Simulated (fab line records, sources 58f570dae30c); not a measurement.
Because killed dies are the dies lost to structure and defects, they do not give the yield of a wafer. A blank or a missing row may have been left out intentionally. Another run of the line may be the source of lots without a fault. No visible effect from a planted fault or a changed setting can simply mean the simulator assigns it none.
Lot-split experiment || flow berkeley cmos170 || 5 lots, 23 wafers read, on a route of 331 steps

SPLIT DETAILS
At UCB170_ZERO_COAT_01 (resist thk 900 nm), the setting resist thk nm was moved away from the recipe's 900 nm on 10 of the 23 wafers read, by -4.2% to +3.4%. All remaining wafers had this setting at the recipe value.

Reading taken at the split's own step.

THE READING
KrF_of_ZERO_COAT_01.thk nm (the simulator's own value, which no gauge read), in nm, at UCB170_ZERO_COAT_01 (resist thk 900 nm). There is no usual value for it anywhere in the file. Average 900.5 nm, standard deviation 1.4 nm, over the 13 wafers here run with the recipe.

{"wafer": "L075.1", "tool, chamber at the split": "litho track-03, 0", "resist thk nm as run, nm": 900, "against the recipe": "recipe", "KrF_of_ZERO_COAT_01.thk nm, nm": 899.4, "against lot-mates on the recipe": "-"}
{"wafer": "L075.2", "tool, chamber at the split": "litho track-03, 0", "resist thk nm as run, nm": 900, "against the recipe": "recipe", "KrF_of_ZERO_COAT_01.thk nm, nm": 899.6, "against lot-mates on the recipe": "-"}
{"wafer": "L075.5", "tool, chamber at the split": "litho track-03, 0", "resist thk nm as run, nm": 900, "against the recipe": "recipe", "KrF_of_ZERO_COAT_01.thk nm, nm": 901.7, "against lot-mates on the recipe": "-"}
{"wafer": "L079.1", "tool, chamber at the split": "litho track-04, 0", "resist thk nm as run, nm": 900, "against the recipe": "recipe", "KrF_of_ZERO_COAT_01.thk nm, nm": 900.5, "against lot-mates on the recipe": "-"}
{"wafer": "L079.3", "tool, chamber at the split": "litho track-04, 0", "resist thk nm as run, nm": 862.3, "against the recipe": "-4.2%", "KrF_of_ZERO_COAT_01.thk nm, nm": 859, "against lot-mates on the recipe": -40.5}
{"wafer": "L079.4", "tool, chamber at the split": "litho track-04, 0", "resist thk nm as run, nm": 900, "against the recipe": "recipe", "KrF_of_ZERO_COAT_01.thk nm, nm": 899.1, "against lot-mates on the recipe": "-"}
{"wafer": "L079.5", "tool, chamber at the split": "litho track-04, 0", "resist thk nm as run, nm": 862.3, "against the recipe": "-4.2%", "KrF_of_ZERO_COAT_01.thk nm, nm": 861, "against lot-mates on the recipe": -38.5}
{"wafer": "L079.6", "tool, chamber at the split": "litho track-04, 0", "resist thk nm as run, nm": 900, "against the recipe": "recipe", "KrF_of_ZERO_COAT_01.thk nm, nm": 899, "against lot-mates on the recipe": "-"}
{"wafer": "L080.1", "tool, chamber at the split": "litho track-03, 0", "resist thk nm as run, nm": 900, "against the recipe": "recipe", "KrF_of_ZERO_COAT_01.thk nm, nm": 898.9, "against lot-mates on the recipe": "-"}
{"wafer": "L080.3", "tool, chamber at the split": "litho track-03, 0", "resist thk nm as run, nm": 870.6, "against the recipe": "-3.3%", "KrF_of_ZERO_COAT_01.thk nm, nm": 869.1, "against lot-mates on the recipe": -31.0}
{"wafer": "L080.4", "tool, chamber at the split": "litho track-03, 0", "resist thk nm as run, nm": 870.6, "against the recipe": "-3.3%", "KrF_of_ZERO_COAT_01.thk nm, nm": 869.9, "against lot-mates on the recipe": -30.2}
{"wafer": "L080.5", "tool, chamber at the split": "litho track-03, 0", "resist thk nm as run, nm": 900, "against the recipe": "recipe", "KrF_of_ZERO_COAT_01.thk nm, nm": 901.4, "against lot-mates on the recipe": "-"}
{"wafer": "L080.6", "tool, chamber at the split": "litho track-03, 0", "resist thk nm as run, nm": 870.6, "against the recipe": "-3.3%", "KrF_of_ZERO_COAT_01.thk nm, nm": 871.3, "against lot-mates on the recipe": -28.9}
{"wafer": "L083.1", "tool, chamber at the split": "litho track-04, 0", "resist thk nm as run, nm": 916, "against the recipe": "+1.8%", "KrF_of_ZERO_COAT_01.thk nm, nm": 916.9, "against lot-mates on the recipe": "+15.8"}
{"wafer": "L083.3", "tool, chamber at the split": "litho track-04, 0", "resist thk nm as run, nm": 916, "against the recipe": "+1.8%", "KrF_of_ZERO_COAT_01.thk nm, nm": 918.1, "against lot-mates on the recipe": "+17.0"}
{"wafer": "L083.4", "tool, chamber at the split": "litho track-04, 0", "resist thk nm as run, nm": 916, "against the recipe": "+1.8%", "KrF_of_ZERO_COAT_01.thk nm, nm": 914.1, "against lot-mates on the recipe": "+13.0"}
{"wafer": "L083.5", "tool, chamber at the split": "litho track-04, 0", "resist thk nm as run, nm": 900, "against the recipe": "recipe", "KrF_of_ZERO_COAT_01.thk nm, nm": 899.3, "against lot-mates on the recipe": "-"}
{"wafer": "L083.6", "tool, chamber at the split": "litho track-04, 0", "resist thk nm as run, nm": 900, "against the recipe": "recipe", "KrF_of_ZERO_COAT_01.thk nm, nm": 903, "against lot-mates on the recipe": "-"}
{"wafer": "L084.2", "tool, chamber at the split": "litho track-03, 0", "resist thk nm as run, nm": 900, "against the recipe": "recipe", "KrF_of_ZERO_COAT_01.thk nm, nm": 901.9, "against lot-mates on the recipe": "-"}
{"wafer": "L084.3", "tool, chamber at the split": "litho track-03, 0", "resist thk nm as run, nm": 930.7, "against the recipe": "+3.4%", "KrF_of_ZERO_COAT_01.thk nm, nm": 928.9, "against lot-mates on the recipe": "+27.2"}
{"wafer": "L084.4", "tool, chamber at the split": "litho track-03, 0", "resist thk nm as run, nm": 930.7, "against the recipe": "+3.4%", "KrF_of_ZERO_COAT_01.thk nm, nm": 932.8, "against lot-mates on the recipe": "+31.1"}
{"wafer": "L084.5", "tool, chamber at the split": "litho track-03, 0", "resist thk nm as run, nm": 900, "against the recipe": "recipe", "KrF_of_ZERO_COAT_01.thk nm, nm": 902.4, "against lot-mates on the recipe": "-"}
{"wafer": "L084.6", "tool, chamber at the split": "litho track-03, 0", "resist thk nm as run, nm": 900, "against the recipe": "recipe", "KrF_of_ZERO_COAT_01.thk nm, nm": 900.8, "against lot-mates on the recipe": "-"}

THE FIT
A straight line over all 23 wafers: KrF_of_ZERO_COAT_01.thk nm changes by +9.28 nm for each +1% of resist thk nm; r = +1.00; the points scatter about the line by 1.6 nm.
The same after taking each lot's own level away (the mean of its wafers on the recipe; 23 wafers): +9.04 nm for each +1%; r = +1.00; scatter 1.5 nm.
According to that fit, moving resist thk nm by its largest amount changes the reading by 38 nm.
Across the lots, their own levels run from 899.53 to 901.70 nm, a range of 1.6 times the standard deviation given above.
Consequently the slope shifts little with the lot-to-lot level, the two slopes agreeing.
Check: -37.8 nm against its lot-mates is what the line predicts for one of the wafers moved furthest among these (-4.2%) when that wafer is left out of the fit. It came out at -40.5 nm against them.

THE WHOLE CHAIN: every reading that the file lists as answering this split, in the file's order
{"step": "UCB170_ZERO_COAT_01", "what it does": "resist thk 900 nm", "reading": "KrF_of_ZERO_COAT_01.thk nm (the simulator's own value, which no gauge read)", "change (the file's fit)": "+9.08 nm for each +1% of the setting", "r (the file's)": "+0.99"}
{"step": "UCB170_ZERO_STRIP_07", "what it does": "strips in O2", "reading": "strip time to endpoint s", "change (the file's fit)": "withheld for each +1% of the setting", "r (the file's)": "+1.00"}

FILE'S OWN FIT
KrF_of_ZERO_COAT_01.thk nm changes by +9.08 nm for each +1% of resist thk nm, r = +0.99.
